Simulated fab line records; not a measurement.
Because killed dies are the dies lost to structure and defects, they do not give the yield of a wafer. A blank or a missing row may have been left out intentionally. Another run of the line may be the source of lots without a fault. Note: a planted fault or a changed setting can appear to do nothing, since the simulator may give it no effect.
One fault seen from 2 desks ; flow ritCmos ; each desk holds nothing but its own numbers, with what lay behind them at the end

== TOOL OWNER'S DESK, pvdSputter-03 ==
The tool's own readings at RIT_SILICIDE_SPUTTER_01 (material Ti, target thk 30 nm, time 231.4 s): means of the sampled wafers that have a number, for each lot that ran on this tool. A lot is out of limits, marked OUT, if its mean lies more than 4 standard deviations from the usual mean; the brackets give that distance.
Columns: A = cathodeDcPowerW at RIT_SILICIDE_SPUTTER_01, usual 350.00 W; B = throttleValvePct at RIT_SILICIDE_SPUTTER_01, usual 30.3 %
lot;first seen here;A;B
L344;day 3 02:52;349.94;29.5
L346;day 3 16:34;349.96;29.8
L347;day 3 20:07;323.01 (-99 or more) OUT;30.1
L349;day 4 07:50;323.01 (-99 or more) OUT;29.6
L351;day 4 14:35;323.00 (-99 or more) OUT;29.9
L364;day 7 07:05;350.03;30.1
L366;day 7 16:27;350.05;29.9
This desk's finding: out of limits on L347, L349, L351; first on L347, day 3 20:07 (cathodeDcPowerW at RIT_SILICIDE_SPUTTER_01). L344, L346, L364, L366: within limits.

== THE METROLOGY DESK ==
Lot by lot, what the gauges showed, no matter which tool ran the lot: averages of those sampled wafers that carry a number. A lot is out of limits, marked OUT, if its mean lies more than 4 standard deviations from the usual mean; the brackets give that distance.
Columns: A = SILICIDE_TI_RS at RIT_SILICIDE_RS_MEAS_02, usual 50.4 ohm/sq; B = SILICIDE_TI_THK at RIT_SILICIDE_THK_MEAS_03, usual 28.8 nm
lot;first seen here;A;B
L344;day 3 03:01;50.2;29.0
L345;day 3 12:05;50.3;28.7
L346;day 3 16:46;50.6;28.7
L347;day 3 20:17;55.8 (+6.5) OUT;26.4 (-5.9) OUT
L349;day 4 07:59;56.0 (+6.6) OUT;26.4 (-5.9) OUT
L351;day 4 14:44;57.4 (+8.3) OUT;25.9 (-7.0) OUT
L352;day 4 19:47;50.1;29.0
L356;day 5 14:58;49.9;29.0
L358;day 6 01:19;49.3;29.3
L360;day 6 12:11;49.5;29.3
L361;day 6 15:34;51.8;28.1
L363;day 7 02:43;49.3;29.3
L364;day 7 07:16;50.9;28.5
L365;day 7 11:58;49.8;29.2
L366;day 7 16:36;50.2;28.9
This desk's finding: out of limits on L347, L349, L351; first on L347, day 3 20:17 (SILICIDE_TI_RS at RIT_SILICIDE_RS_MEAS_02). L344, L345, L346, L352, L356, L358, L360, L361, L363, L364, L365, L366: within limits.

== BROUGHT TOGETHER ==
On L347, L349, L351, at day 3 20:07, an alarm was possible from the tool owner's desk.
L347, L349, L351 would have let the metrology desk raise an alarm at day 3 20:17.
Of the lots named, all ran RIT_SILICIDE_SPUTTER_01 on pvdSputter-03.

== WHAT HAD BEEN PUT IN BY THE SIMULATOR ==
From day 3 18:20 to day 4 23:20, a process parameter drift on pvdSputter-03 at RIT_SILICIDE_SPUTTER_01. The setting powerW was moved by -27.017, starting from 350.
Lots struck among those shown: L347, L349, L351.
Fault start to first reading out of limits, in hours, per desk: tool owner, 2; metrology, 2.
